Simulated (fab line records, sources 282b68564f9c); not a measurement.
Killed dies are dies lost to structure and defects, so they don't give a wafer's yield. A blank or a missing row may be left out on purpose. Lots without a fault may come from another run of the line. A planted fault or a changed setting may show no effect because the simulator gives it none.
Problem report in the 8D (eight disciplines) form, filled by code | flow rit_cmos | the parts of the form that need people (team, actions taken, sign-off) are left out

1. THE PROBLEM
cd_nm at RIT_ACTIVE_CD_MEAS_11 reads a mean of 1415.2 nm on 6 wafers of 2 lots; wafers without a fault read 1399.7 nm with a standard deviation of 2.5. That is +6.2 standard deviations from the usual mean.
The step: target cd 1400 nm.
First seen on wafer L511.3, day 3 06:58, on cd_sem-02. The record holds 18 wafers of 6 lots with a number at this step. Rule for "out", or "out of limits": more than 4 standard deviations from the usual mean. The other wafers with a number count as sound.

2. WHAT IT IS AND WHAT IT IS NOT
question                    | is                     | is not
which readings at this step | cd_nm                  | -
which lots                  | L511, L512             | L503, L515, L518, L519
which wafers of those lots  | all that have a number | -
read on which gauges        | cd_sem-02              | cd_sem-01
when                        | from day 3 06:58       | up to then (3 sound wafers); but 9 sound wafers of L515, L518, L519 came after

3. SUSPECTS, AND WHAT RULES EACH OUT
Counting: a tool at a process step up to the reading stays a suspect if it ran every lot that is out and no sound lot after the first of them.
- the gauge at RIT_ACTIVE_CD_MEAS_11: kept. All the wafers that are out were read on cd_sem-02, and no step on other tools shows them out.
- litho_track-03 at RIT_ACTIVE_DEVELOP_10 (develop time 50 s): kept. It ran every lot that is out, first L511 (day 3 06:00), and no sound lot after that; its last sound lot up to then is L503 (day 1 16:00).
Left after counting: litho_track-03 at RIT_ACTIVE_DEVELOP_10, cd_sem-02 at RIT_ACTIVE_CD_MEAS_11.

4. THE CAUSE (what the simulator had put in)
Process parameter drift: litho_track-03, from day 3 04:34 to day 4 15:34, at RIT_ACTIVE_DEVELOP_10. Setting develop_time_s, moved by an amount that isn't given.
Counting left 2 suspects, and this tool is among them.

5. THE CHAIN OF EFFECTS, in route order
Each row: a reading whose mean over the struck wafers that have a number lies more than 3 standard deviations from the usual. Only readings for which the record gives a usual standard deviation are gone through. hours: the time from each lot's start at the first step in this table that gives one to its start at this step, as a median over the lots. sigmas: the change in usual standard deviations.
hours | step                  | reading | usual     | on struck wafers | change | sigmas
0     | RIT_ACTIVE_CD_MEAS_11 | cd_nm   | 1399.7 nm | 1415.2           | +15.5  | +6.2

6. WHAT WOULD HAVE CAUGHT IT SOONER
In this record the first reading out of limits at a measuring or inspecting step was taken at day 3 06:58, 2 hours after the fault began at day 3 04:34.
Of the tool readings at RIT_ACTIVE_DEVELOP_10 for which the record gives a usual standard deviation, none was out on any struck wafer, so an alarm limit of 4 standard deviations on them would not have fired.
Of the lots that are out (2), L512 began RIT_ACTIVE_DEVELOP_10 on litho_track-03 after day 3 06:58. A hold on the tool at that time would have spared it.
